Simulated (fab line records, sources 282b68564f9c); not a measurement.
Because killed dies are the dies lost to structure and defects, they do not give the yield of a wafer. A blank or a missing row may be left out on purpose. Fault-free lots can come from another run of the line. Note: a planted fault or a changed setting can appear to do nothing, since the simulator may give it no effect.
Which of the tools did it?    flow rit_cmos    7 lots, 21 wafers sampled, at 2 steps of a route of 202

WHAT THE GAUGES SHOWED, per wafer
RIT_ACTIVE_CD_MEAS_90: the cd target is 1400 nm.
lot   measured     on         cd_nm (nm)
L141  day 1 20:25  cd_sem-01  1399.2 1399.4 1399.8
L144  day 2 11:32  cd_sem-02  1399.5 1402.3 1401.1
L146  day 2 21:10  cd_sem-01  1405.3 1405.7 1406.3
L148  day 3 07:10  cd_sem-01  1398.2 1397.8 1398.6
L150  day 3 17:08  cd_sem-01  - - -
L160  day 5 19:08  cd_sem-01  1404.2 1401.8 1401.9
L163  day 6 10:08  cd_sem-01  1401.3 1401.4 1401.7

EACH LOT AND THE TOOL THAT RAN IT (in order: tool; ch and the chambers of the sampled wafers; start)
lot   RIT_ACTIVE_ETCH_13
L141  rie_diel-04 ch 0,1,2, day 1 20:04
L144  rie_diel-02 ch 0,1,3, day 2 11:14
L146  rie_diel-03 ch 0,2,3, day 2 20:50
L148  rie_diel-04 ch 0,1,2, day 3 06:50
L150  rie_diel-03 ch 0,1,2, day 3 16:50
L160  rie_diel-02 ch 0,2,3, day 5 18:50
L163  rie_diel-04 ch 0,1,2, day 6 09:50
- RIT_ACTIVE_ETCH_13: etches Si3N4 in SF6, stops on SiO2, time 210 s, target depth 210 nm.

THE ANSWER, worked out from the rows above alone
Rule: usual is defined by the lots themselves. Put in order of their means at a reading, lots are off if they are a third of the lots or fewer, leave a main group of 4 or more, and stand apart from it by a gap of 3 or more times the standard deviation of the main group's means; of several such gaps the widest counts. The tables above print the reading to a certain number of digits; a main group whose means all agree to those digits is not used. Also off: a lot with no number at a reading for which 4 or more lots have one. Any other lot the step has rows for is counted as sound.
Off at RIT_ACTIVE_CD_MEAS_90 (cd_nm): L150. Without a number there: L150. For the main group the mean is 1401.4 nm and the standard deviation 2.4.
If a tool, at a process step before that reading, ran all the lots that are off and no sound lot after the first of them, it fits. Gauges at RIT_ACTIVE_CD_MEAS_90: tried the same way as those tools. One fits: rie_diel-03 at RIT_ACTIVE_ETCH_13. A fault onset in the window from L146 (day 2 20:50, its last sound lot) to L150 (day 3 16:50, its first lot off) fits.

WHAT THE SIMULATOR HAD PUT IN
Skipped step whole: rie_diel-03, from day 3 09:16 on, at RIT_ACTIVE_ETCH_13. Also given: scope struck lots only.
Shown lots that were struck: L150. This agrees with what the rule above found.
